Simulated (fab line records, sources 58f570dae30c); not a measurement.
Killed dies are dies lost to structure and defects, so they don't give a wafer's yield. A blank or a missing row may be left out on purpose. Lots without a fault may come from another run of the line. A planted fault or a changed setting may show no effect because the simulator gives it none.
Which tool did it? | flow berkeley_cmos170 | 7 lots, 21 wafers sampled, at 2 steps of a route of 331

WHAT THE GAUGES READ, wafer by wafer
UCB170_V1_THK_MEAS_04.
lot  | measured     | on            | V1_POLISHED_THK (nm)
L434 | day 9 03:53  | film_metro-03 | 999.9 1002.0 1001.2
L436 | day 9 06:32  | film_metro-04 | 1002.8 1002.9 1002.9
L439 | day 10 09:13 | film_metro-04 | 1000.2 1001.3 999.7
L441 | day 10 10:32 | film_metro-01 | 999.6 1000.1 1002.2
L442 | day 10 20:56 | film_metro-04 | 1001.8 999.9 999.8
L447 | day 12 01:02 | film_metro-03 | 1339.3 1353.5 1355.4
L453 | day 13 09:39 | film_metro-04 | 1000.6 1000.5 1000.3

WHICH TOOL RAN EACH LOT (tool, then ch and the chambers of the sampled wafers, then the start)
lot  | UCB170_V1_CMP_02
L434 | cmp-02 ch 1,2,3, day 9 03:34
L436 | cmp-01 ch 0,1,3, day 9 06:13
L439 | cmp-01 ch 0,2,3, day 10 08:47
L441 | cmp-02 ch 0,2,3, day 10 10:07
L442 | cmp-01 ch 0,2, day 10 20:34
L447 | cmp-02 ch 0,1, day 12 00:36
L453 | cmp-01 ch 1,2, day 13 09:13
- UCB170_V1_CMP_02: polishes SiO2.

THE ANSWER, worked out from the rows above alone
Rule: what is usual is taken from the lots themselves. Put in order of their means at a reading, lots are off if they are a third of the lots or fewer, leave a main group of 4 or more, and stand apart from it by a gap of 3 or more times the standard deviation of the main group's means; of several such gaps the widest counts. A main group whose means are all the same, to the digits that the tables above print for the reading, isn't used. A lot without any number at a reading at which 4 lots or more have one is off too. The other lots that the step has rows for count as sound.
Off: L447, at UCB170_V1_THK_MEAS_04 (V1_POLISHED_THK). The main group: mean 1001.0 nm, standard deviation 0.87.
A tool fits if, at a process step before that reading, it ran every lot that is off, and no sound lot after the first of them. The gauges at UCB170_V1_THK_MEAS_04 are tried like those tools. Can't be told from this: 2 tools fit, cmp-02 at UCB170_V1_CMP_02, film_metro-03 at UCB170_V1_THK_MEAS_04.

WHAT THE SIMULATOR HAD PUT IN
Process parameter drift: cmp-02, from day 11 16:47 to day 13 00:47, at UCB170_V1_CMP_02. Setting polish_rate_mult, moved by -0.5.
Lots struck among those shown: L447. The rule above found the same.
